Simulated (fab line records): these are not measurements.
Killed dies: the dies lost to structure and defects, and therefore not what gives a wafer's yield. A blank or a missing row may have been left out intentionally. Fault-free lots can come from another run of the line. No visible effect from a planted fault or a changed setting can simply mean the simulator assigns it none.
Lot-split experiment | flow berkeley-cmos170 | 23 wafers read across 5 lots, on a route 331 steps long

SPLIT DETAILS
At UCB170_PSD_IMPLANT_08, the setting energy-kev was moved away from the recipe's 20 on 9 of the 23 wafers read, by +2.8% to +4.8%. The other wafers ran this setting at the recipe's value.

FROM THE SPLIT ON TO THE READING: in between, the file shows 1 step
- UCB170_PSD_STRIP_09: strips in O2

THE READING
PSD_TW, at UCB170_PSD_TW_MEAS_10. A value of 2336 with a standard deviation of 10 is what fault-free wafers of this fab line usually give.

wafer  | tool, chamber at the split | energy-kev as run | against the recipe | PSD_TW | against lot-mates on the recipe
L074.1 | implanter-04, 0            | 20                | recipe             | 2327   | -
L074.3 | implanter-04, 0            | 20.78             | +3.9%              | 2348   | +23
L074.4 | implanter-04, 0            | 20                | recipe             | 2324   | -
L074.5 | implanter-04, 0            | 20.78             | +3.9%              | 2343   | +18
L074.6 | implanter-04, 0            | 20                | recipe             | 2325   | -
L076.2 | implanter-04, 0            | 20.57             | +2.8%              | 2354   | +11
L076.3 | implanter-04, 0            | 20                | recipe             | 2342   | -
L076.4 | implanter-04, 0            | 20.57             | +2.8%              | 2359   | +16
L076.5 | implanter-04, 0            | 20                | recipe             | 2347   | -
L076.6 | implanter-04, 0            | 20                | recipe             | 2341   | -
L075.1 | implanter-02, 0            | 20.96             | +4.8%              | 2350   | +30
L075.3 | implanter-02, 0            | 20.96             | +4.8%              | 2350   | +30
L075.4 | implanter-02, 0            | 20                | recipe             | 2327   | -
L075.5 | implanter-02, 0            | 20                | recipe             | 2314   | -
L075.6 | implanter-02, 0            | 20.96             | +4.8%              | 2351   | +30
L081.2 | implanter-02, 0            | 20                | recipe             | 2323   | -
L081.3 | implanter-02, 0            | 20                | recipe             | 2329   | -
L081.4 | implanter-02, 0            | 20                | recipe             | 2322   | -
L085.1 | implanter-02, 0            | 20.78             | +3.9%              | 2358   | +28
L085.2 | implanter-02, 0            | 20                | recipe             | 2333   | -
L085.3 | implanter-02, 0            | 20                | recipe             | 2327   | -
L085.4 | implanter-02, 0            | 20                | recipe             | 2331   | -
L085.6 | implanter-02, 0            | 20.78             | +3.9%              | 2349   | +19

THE FIT
A straight line over all 23 wafers: PSD_TW changes by +5.09 for each +1% of energy-kev; r = +0.78; the points scatter about the line by 8.4.
The same after taking each lot's own level away (the mean of its wafers on the recipe; 23 wafers): +5.82 for each +1%; r = +0.96; scatter 3.6.
On that fit, the largest move of energy-kev shifts the reading by 28.
Across the lots, their own levels run from 2320.5 to 2343.3, a range of 2.3 times the standard deviation given above.
So the lot-to-lot level blurs the effect unless lot-mates are compared.
Check: +27.4 against its lot-mates is what the line predicts for one of the wafers moved furthest among these (+4.8%) when that wafer is left out of the fit. Against them it came out at +29.5.

OTHER SPLITS APPLIED TO THESE WAFERS
Other splits were also applied to these wafers ahead of the reading. Each is held against what the fit with the lots' levels taken away leaves over:
other split on the same wafers    | wafers away from the commonest value | r with PSD_TW (lot level and that fit taken away)
UCB170_PLDD_IMPLANT_08 energy-kev | 12                                   | +0.20
UCB170_NLDD_IMPLANT_09 dose-cm2   | 8                                    | -0.27
UCB170_SPACER_ANNEAL_02 temp-c    | 10                                   | +0.13

THE WHOLE CHAIN: every reading that the file lists as answering this split, in the file's order
step                  | what it does | reading                                                         | change (the file's fit)               | r (the file's)
UCB170_PSD_IMPLANT_08 |              | implant.rp-nm (the simulator's own value, which no gauge read)  | +0.646 nm for each +1% of the setting | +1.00
UCB170_PSD_IMPLANT_08 |              | implant.drp-nm (the simulator's own value, which no gauge read) | +0.22 nm for each +1% of the setting  | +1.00
UCB170_PSD_STRIP_09   | strips in O2 | strip-time-to-endpoint-s                                        | withheld for each +1% of the setting  | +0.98
UCB170_PSD_TW_MEAS_10 |              | PSD_TW                                                          | +5.65 for each +1% of the setting     | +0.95

FILE'S OWN FIT
PSD_TW changes by +5.65 for each +1% of energy-kev, r = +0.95.
